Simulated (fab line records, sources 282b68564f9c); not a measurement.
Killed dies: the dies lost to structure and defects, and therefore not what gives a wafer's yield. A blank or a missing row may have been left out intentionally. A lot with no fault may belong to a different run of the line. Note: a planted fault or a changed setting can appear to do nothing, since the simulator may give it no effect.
Struck lot and sound lot, side by side    flow rit_cmos    14 out of 202 route steps
Sound: wafers L611.3, L611.4, L611.6. Wafers L605.1, L605.2, L605.6 were the ones struck. At the end, the cause is stated.
At each step with rows: each side's tool, then ch and its chambers, then its first start. Under that, the readings that differ: sound wafers    struck wafers    difference of the means    sigmas: that difference in standard deviations of wafers without a fault.
alike: readings whose means differ by less than 2 such deviations, and words and numbers that are the same on both sides. not compared: withheld readings, readings that some wafer has no value for, bounds like >300 that may hide the same value, and numbers for which the record gives no deviation and whose values overlap.
A row with sigmas, a row that says differs or no value, or rows on one side alone: a step with any of these is where the two part. Non-overlapping numbers with no deviation appear without sigmas and do not part them. A reading that every wafer of one side lacks parts them only if that side has two wafers or more.

RIT_SILICIDE_RS_MEAS_02: the measuring method here is four-point-probe.
  sound on film_metro-04, day 5 13:51; struck on film_metro-02, day 4 12:49
reading                  sound           struck          difference  sigmas
SILICIDE_TI_RS (ohm/sq)  48.4 48.2 48.0  45.8 46.5 46.0  -2.1        -2
RIT_SILICIDE_THK_MEAS_03: measures by xrf.
  sound on film_metro-04, day 5 13:57; struck on film_metro-02, day 4 12:56
reading               sound           struck          difference  sigmas
SILICIDE_TI_THK (nm)  30.0 30.2 30.2  31.3 31.1 31.2  +1.1        +2
RIT_SILICIDE_RTA_04: time 10 s, ramp up 5 s, ramp down 5 s.
  sound on rtp_anneal-01 ch 0, day 5 14:01; struck on rtp_anneal-02 ch 0, day 4 13:00
reading           sound              struck             difference  sigmas
wafer_temp_C_max  653.8 654.4 653.7  651.3 652.1 653.0  -1.8        -2
then, 1 step without rows for these wafers: RIT_SILICIDE_WET_ETCH_05 (etches Ti in SPM, time 120 s).
RIT_SILICIDE_RTA_06: time 10 s, ramp up 5 s, ramp down 10 s.
  sound on rtp_anneal-02 ch 0, day 5 14:07; struck on rtp_anneal-01 ch 0, day 4 13:06
  alike: wafer_temp_C_max
RIT_CONTACT_CVD_00: deposits SiO2 from TEOS, target thk 400 nm, time 61 s.
  sound on pecvd-02 ch 0,1, day 5 14:10; struck on pecvd-02 ch 1,2, day 4 13:10
  alike: heater_power_w
RIT_CONTACT_THK_MEAS_01:
  sound on film_metro-03, day 5 14:14; struck on film_metro-02, day 4 13:13
  alike: CONTACT_TEOS_THK
then, 5 steps without rows for these wafers: RIT_CONTACT_HMDS_02 (prime time 60 s); RIT_CONTACT_COAT_03 (resist thk 1000 nm); RIT_CONTACT_SOFTBAKE_04 (time 60 s); RIT_CONTACT_EXPOSE_05 (exposes mask M11, target cd 1000 nm); RIT_CONTACT_PEB_06.
RIT_CONTACT_DEVELOP_07: develop time 120 s.
  struck on litho_track-02, day 4 14:00; sound on litho_track-03 ch 0, day 5 15:00
  no value came back on the struck wafers for chill_plate_temp_C (C), develop_time_s (s), exhaust_pa (Pa); on the sound wafers chill_plate_temp_C (C) reads 23.07 23.00 23.09
RIT_CONTACT_CD_MEAS_08: target cd 1000 nm.
  sound on cd_sem-02, day 5 15:17; struck on cd_sem-02, day 4 14:23
reading     sound               struck  difference                     sigmas
cd_nm (nm)  998.8 1000.1 999.9  - - -   no value on the struck wafers  

WHERE THEY PART
Last at RIT_CONTACT_CD_MEAS_08 as far as this record goes, first at RIT_SILICIDE_RS_MEAS_02.

WHY: what the simulator had put in
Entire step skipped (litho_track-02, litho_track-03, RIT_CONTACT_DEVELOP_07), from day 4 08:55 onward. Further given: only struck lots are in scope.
